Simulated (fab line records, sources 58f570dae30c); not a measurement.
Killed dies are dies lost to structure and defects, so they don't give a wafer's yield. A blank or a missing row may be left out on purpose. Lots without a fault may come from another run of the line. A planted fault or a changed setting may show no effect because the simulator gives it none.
fab line records | flow berkeley_cmos170
record lots=6 wafers=18 last_day=11
route steps=331 shown ZERO@6 NWELL@14
lots that met no fault: from a run of the same line without faults
start_h: hours from the record's first day to the start of the lot's first wafer shown | wait_h: hours since the lot's step before | " the same as in the row above | L1.1+2: a row that stands for several wafers | - no value, or no start given | * or withheld: withheld | < > ~ a bound
route shown NAME@n: a module of which the file shows steps, and the number in the route of the first | usual: mean/standard deviation of fault-free wafers | same: alike in all rows | chamber/n: place in a boat | sites: the reading at each site | _std_site: their standard deviation | _edge_site: outer sites' mean less inner sites' | radius_mm: how far each site lies from the wafer's centre | mask NAME#n: copy n | behind: the tool/chamber that last shaped the wafer | hold: why the lot was held/for how many hours/how that ended | device: the transistor (n, p or np) that didn't switch | end of line: the same wafers' tests at the end of the route | a step without rows: its recipe alone | killed: dies lost to structure and defects at the first sort, not the wafer's yield | map: a wafer's dies, x killed, . not, _ none there
set.NAME: the setting as run; set.NAME@STEP: as run at that earlier step | model.NAME: the simulator's own value behind a step, which no gauge read
lots at some steps of the route; a table a step, a row a wafer
services: from which hour (start_h, from the record's first day; less than 0 if before it) a tool's chamber was out of use, for how many hours, and why
## steps
# step UCB170_ZERO_HMDS_00
# recipe prime_time_s=60 prime_temp_c=100
# step UCB170_ZERO_COAT_01
# recipe resist=KrF spin_rpm=1500 resist_thk_nm=900
# step UCB170_ZERO_SOFTBAKE_02
# recipe resist=KrF temp_c=130 time_s=60
# step UCB170_ZERO_EXPOSE_03
# recipe mask_id=PM_MARKS na=0.5 sigma_outer=0.6 source_shape=conventional target_cd_nm=4000 dose_mj=30
# step UCB170_ZERO_PEB_04
# recipe peb_temp_c=130 peb_time_s=withheld resist=KrF
# step UCB170_ZERO_DEVELOP_05
# recipe developer=TMAH develop_time_s=45 resist=KrF dev_temp_c=21
# step UCB170_ZERO_ETCH_06
# recipe chemistry=CHF3/CF4/Ar target=SiO2 time_s=12 pressure_mtorr=100 rf_w=500 CHF3_flow_sccm=50 cf4_flow_sccm=10 Ar_flow_sccm=120 over_etch_frac=1.58
# usual CHF3_flow_sccm=50.00/0.13 cf4_flow_sccm=10.00/0.032 drypump_motor_current_A=5.7/0.47 oes_product_au=0.617/0.0056 throttle_valve_pct=9.17/0.16
# columns lot.wafer tool chamber start_h wait_h CHF3_flow_sccm cf4_flow_sccm drypump_motor_current_A oes_product_au rf_hours_counter_h throttle_valve_pct
L773.1 rie_diel-04 2 24.69 - 49.99 10.04 5.9 0.617 8 9.03
L773.2 " 3 " " 50.19 9.98 5.2 0.622 14 9.12
L773.4 " 1 " " 49.89 10.00 5.5 0.615 69 9.16
L775.1 rie_diel-04 0 36.46 - 49.89 10.00 5.4 0.610 47 9.36
L775.2 " 1 " " 49.91 10.02 5.5 0.629 70 9.16
L775.6 " 2 " " 50.01 9.89 5.9 0.623 - 9.01
L779.2 rie_diel-04 3 55.19 - 50.09 9.97 5.2 0.615 15 9.12
L779.3 " 0 " " 49.90 10.00 5.4 0.608 48 9.37
L779.4 " 1 " " 49.88 9.96 5.5 0.622 71 9.18
L780.1 rie_diel-01 1 70.41 - 50.07 10.05 5.9 0.618 7 9.22
L780.3 " 2 " " 49.74 9.97 6.6 0.625 53 8.90
L780.4 " 3 " " 49.97 10.03 4.7 0.626 - 9.36
L793.1 rie_diel-04 1 125.99 - 49.81 9.99 5.4 0.618 74 9.17
L793.3 " 3 " " 50.13 9.98 5.2 0.619 19 9.11
L793.5 " 0 " " 49.94 9.97 5.4 0.611 - 9.38
L794.2 rie_diel-04 3 128.22 - 49.91 9.98 5.2 0.624 19 9.12
L794.5 " 3 " " 50.20 10.01 5.2 0.622 - 9.12
L794.6 " 1 " " 50.06 10.02 5.5 0.619 - 9.16
# step UCB170_ZERO_STRIP_07
# recipe chemistry=O2 power_w=400 pressure_mtorr=3500 platen_temp_c=withheld o2_flow_sccm=400 overash_fraction=0.5
# usual drypump_motor_current_A=5.6/0.31 oes_product_au=0.727/0.0045 strip_time_to_endpoint_s=21.46/0.055
# columns lot.wafer tool chamber start_h wait_h drypump_motor_current_A oes_product_au rf_hours_counter_h strip_time_to_endpoint_s
L773.1 plasma_asher-02 0 24.71 0.0 5.3 0.732 30 21.46
L773.2 " 1 " " 5.2 0.730 30 21.49
L773.4 " 1 " " 5.2 0.722 - 21.46
L775.1 plasma_asher-01 0 36.48 0.0 5.9 0.728 33 21.45
L775.2 " 1 " " 5.6 0.726 33 21.44
L775.6 " 0 " " 5.9 0.728 - 21.47
L779.2 plasma_asher-04 0 55.22 0.0 6.0 0.732 35 21.41
L779.3 " 0 " " 6.0 0.731 - 21.34
L779.4 " 1 " " 5.9 0.728 - 21.41
L780.1 plasma_asher-02 1 70.43 0.0 5.3 0.727 33 21.51
L780.3 " 0 " " 5.3 0.723 - 21.51
L780.4 " 1 " " 5.3 0.734 - 21.53
L793.1 plasma_asher-02 0 126.01 0.0 5.3 0.722 41 21.49
L793.3 " 0 " " 5.3 0.721 - 21.54
L793.5 " 1 " " 5.3 0.726 - 21.49
L794.2 plasma_asher-02 0 128.25 0.0 5.3 0.719 41 21.46
L794.5 " 0 " " 5.3 0.728 - 21.43
L794.6 " 1 " " 5.3 0.728 - 21.42
# step UCB170_NWELL_WET_ETCH_00
# recipe chemistry=dHF dilution=25:1 target=SiO2 temp_c=25 time_s=200
# step UCB170_NWELL_OXIDATION_01
# recipe temp_c=1000 ambient=O2 target_thk_a=264 ox_time_s=1260
# step UCB170_NWELL_THK_MEAS_02
# recipe reads=SiO2_of_NWELL_OXIDATION_01
# usual NWELL_OXIDE_THK=26.6/0.45
# columns lot.wafer tool chamber start_h wait_h NWELL_OXIDE_THK[nm]
L773.1 film_metro-01 - 27.66 0.0 26.9
L773.2 " - " " 27.0
L773.4 " - " " 26.9
L775.1 film_metro-02 - 45.04 0.0 27.4
L775.2 " - " " 27.2
L775.6 " - " " 27.4
L779.2 film_metro-02 - 60.58 0.0 26.5
L779.3 " - " " 25.9
L779.4 " - " " 26.0
L780.1 film_metro-04 - 72.55 0.0 26.3
L780.3 " - " " 26.5
L780.4 " - " " 26.6
L793.1 film_metro-02 - 129.88 0.0 25.8
L793.3 " - " " 26.0
L793.5 " - " " 25.9
L794.2 film_metro-01 - 129.89 0.0 26.7
L794.5 " - " " 26.4
L794.6 " - " " 27.0
# step UCB170_NWELL_ANNEAL_03
# recipe temp_c=1000 time_s=900 ambient=N2
# step UCB170_NWELL_CVD_04
# recipe material=Si3N4 target_thk_nm=224 temp_c=800 precursor=SiH2Cl2/NH3 time_s=3360 pressure_mtorr=200 sih2cl2_flow_sccm=25 nh3_flow_sccm=75
# usual spike_tc_source_C=820.9/1.1
# columns lot.wafer tool chamber start_h wait_h spike_tc_source_C model.Si3N4_of_NWELL_CVD_04.thk_nm
L773.1 lpcvd-02 0 30.02 0.8 821.2 223.2
L773.2 " 0 " " 822.5 224
L773.4 " 0 " " 822.6 220.9
L775.1 lpcvd-01 1 49.79 0.0 821.2 225.5
L775.2 " 1 " " 823.2 226.4
L775.6 " 1 " " 821.5 224.6
L779.2 lpcvd-01 0 65.79 1.1 818.0 391.3
L779.3 " 0 " " 819.7 391.3
L779.4 " 0 " " 820.1 392.1
L780.1 lpcvd-01 1 73.86 0.0 821.3 387.5
L780.3 " 1 " " 820.9 388.1
L780.4 " 1 " " 819.2 386.2
L793.1 lpcvd-02 0 133.23 0.4 820.2 225.7
L793.3 " 0 " " 821.5 222.6
L793.5 " 0 " " 820.8 224.1
L794.2 lpcvd-02 1 133.23 0.4 819.8 222.9
L794.5 " 1 " " 820.9 220.5
L794.6 " 1 " " 820.8 222
# step UCB170_NWELL_THK_MEAS_05
# recipe reads=Si3N4_of_NWELL_CVD_04
# usual NWELL_NITRIDE_THK=224.5/2.4
# columns lot.wafer tool chamber start_h wait_h NWELL_NITRIDE_THK[nm]
L773.1 film_metro-01 - 31.96 0.0 223.3
L773.2 " - " " 224.1
L773.4 " - " " 220.9
L775.1 film_metro-02 - 51.72 0.0 225.7
L775.2 " - " " 226.5
L775.6 " - " " 224.8
L779.2 film_metro-02 - 67.73 0.0 391.4
L779.3 " - " " 391.6
L779.4 " - " " 391.9
L780.1 film_metro-02 - 75.79 0.0 387.7
L780.3 " - " " 388.1
L780.4 " - " " 385.7
L793.1 film_metro-01 - 135.22 0.1 225.6
L793.3 " - " " 222.5
L793.5 " - " " 224.1
L794.2 film_metro-02 - 135.29 0.1 222.8
L794.5 " - " " 220.5
L794.6 " - " " 221.9
# step UCB170_NWELL_HMDS_06
# recipe prime_time_s=60 prime_temp_c=100
# step UCB170_NWELL_COAT_07
# recipe resist=KrF spin_rpm=1500 resist_thk_nm=900
# step UCB170_NWELL_SOFTBAKE_08
# recipe resist=KrF temp_c=130 time_s=60
# step UCB170_NWELL_EXPOSE_09
# recipe mask_id=NWELL target_cd_nm=3000 na=0.5 sigma_outer=0.6 source_shape=conventional dose_mj=25
# step UCB170_NWELL_PEB_10
# recipe peb_temp_c=130 peb_time_s=withheld resist=KrF
# step UCB170_NWELL_DEVELOP_11
# recipe developer=TMAH develop_time_s=45 resist=KrF dev_temp_c=21
# step UCB170_NWELL_OVL_MEAS_12
# usual NWELL_OVL=2/5.1
# columns lot.wafer tool chamber start_h wait_h NWELL_OVL[nm]
L773.1 overlay-02 - 33.10 - 4
L773.2 " - " " 5
L773.4 " - " " 1
L775.1 overlay-01 - 52.91 - 2
L775.2 " - " " -3
L775.6 " - " " -1
L779.2 overlay-01 - 72.88 - 11
L779.3 " - " " -3
L779.4 " - " " 6
L780.1 overlay-02 - 78.54 - 4
L780.3 " - " " -5
L780.4 " - " " 9
L793.1 overlay-01 - 137.77 - 5
L793.3 " - " " 10
L793.5 " - " " 10
L794.2 overlay-01 - 138.00 - 4
L794.5 " - " " -3
L794.6 " - " " 9
# step UCB170_NWELL_ETCH_13
# recipe chemistry=CH3F/Ar/O2 target=Si3N4 stop_on=SiO2 CH3F_flow_sccm=20 Ar_flow_sccm=50 O2_flow_sccm=7 pressure_mtorr=50 rf_w=450 target_depth_a=2464 over_etch_frac=0.1 time_s=154
# usual O2_flow_sccm=7.006/0.022 drypump_motor_current_A=5.8/0.59 oes_product_au=0.942/0.01 throttle_valve_pct=8.01/0.14
# columns lot.wafer tool chamber start_h wait_h O2_flow_sccm drypump_motor_current_A oes_product_au rf_hours_counter_h throttle_valve_pct model.etch.depth_nm
L773.1 rie_diel-02 3 33.14 0.0 7.053 4.9 0.950 35 8.12 223.2
L773.2 " 0 " " 7.002 5.8 0.954 94 8.10 224
L773.4 " 1 " " 6.995 5.2 0.922 141 7.84 220.9
L775.1 rie_diel-02 0 52.94 0.0 7.028 5.8 0.955 95 8.09 225.5
L775.2 " 2 " " 7.001 6.7 0.937 67 8.03 226.4
L775.6 " 0 " " 7.016 5.8 0.948 - 8.10 224.6
L779.2 rie_diel-03 0 72.91 0.0 7.030 6.4 0.999 16 7.84 245.3
L779.3 " 3 " " 6.987 6.1 1.012 111 8.07 255.8
L779.4 " 1 " " 6.969 6.0 1.002 57 7.94 249.3
L780.1 rie_diel-02 0 78.58 0.0 6.978 5.8 0.997 96 8.09 242.2
L780.3 " 2 " " 7.045 6.7 0.980 67 8.04 242
L780.4 " 3 " " 6.924 4.9 1.011 36 8.13 246.4
L793.1 rie_diel-02 0 137.81 0.0 7.002 5.9 0.960 99 8.11 225.7
L793.3 " 2 " " 7.027 6.6 0.927 71 8.02 222.6
L793.5 " 0 " " 7.009 5.8 0.953 - 8.11 224.1
L794.2 rie_diel-01 3 138.03 0.0 7.029 4.7 0.954 127 8.16 222.9
L794.5 " 0 " " 7.007 5.4 0.946 - 7.95 220.5
L794.6 " 1 " " 7.033 6.0 0.940 - 8.00 222
# step UCB170_NWELL_IMPLANT_14
# recipe species=P dose_cm2=1e+13 energy_kev=150 tilt_deg=7
## services
# columns tool chamber start_h hours kind
rie_diel-04 1 5.51 14.2 repair
rie_diel-03 - 18.57 0.9 repair
rie_diel-02 2 27.87 4.9 repair
rie_diel-03 0 50.60 2.4 repair
rie_diel-03 1 52.52 4.2 repair
rie_diel-01 0 66.28 6.6 repair
plasma_asher-01 - 80.12 0.7 repair
rie_diel-02 0 101.69 7.8 repair
rie_diel-01 - 103.28 14.6 pm
plasma_asher-01 - 108.75 9.0 pm
plasma_asher-01 0 108.75 9.0 vent_cycle
plasma_asher-01 1 108.75 9.0 vent_cycle
lpcvd-02 - 113.69 0.7 repair
plasma_asher-01 0 117.75 - clean
plasma_asher-01 1 117.75 - clean
rie_diel-01 - 123.40 2.8 pm
rie_diel-04 0 127.66 2.3 repair
## key
first_sign step=UCB170_NWELL_THK_MEAS_05 reading=NWELL_NITRIDE_THK direction=up sigmas=69 usual=224.5 struck=389.4
effect step=UCB170_NWELL_ETCH_13 reading=oes_product_au direction=up sigmas=5.6 usual=0.942 struck=1.000
model_effect step=UCB170_NWELL_CVD_04 value=Si3N4_of_NWELL_CVD_04.thk_nm without=222.2 struck=389.4
model_effect step=UCB170_NWELL_ETCH_13 value=etch.depth_nm without=222.2 struck=246.8
met_at UCB170_NWELL_CVD_04
struck_wafers L779.2,L779.3,L779.4,L780.1,L780.3,L780.4
later_rows_left_out L779.2,L779.3,L779.4,L780.1,L780.3,L780.4
sort_left_out L779.2,L779.3,L779.4,L780.1,L780.3,L780.4
tester_left_out L779,L780
onset_between 49.79 65.79
fault kind=process_parameter_drift tool=lpcvd-01 chamber=- onset_h=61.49 steps=UCB170_NWELL_CVD_04 channel=target_thk_nm offset=167.23 shape=step end_h=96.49 acts_in=these_recipes_only stated=224
# tester_left_out: of these lots the tester's yield and bins aren't shown, on N5 and GAA mostly nor the transistor test; their killed dies are dies lost to structure and defects alone, not to doping, threshold or leakage, so they don't give the yield
# sort_left_out: the simulated sort isn't trusted on such a fault, so these wafers' sort isn't shown, and their yield isn't known
# later_rows_left_out: the simulator's readings of these wafers behind a module that went badly wrong aren't trusted and aren't shown, but for the sort
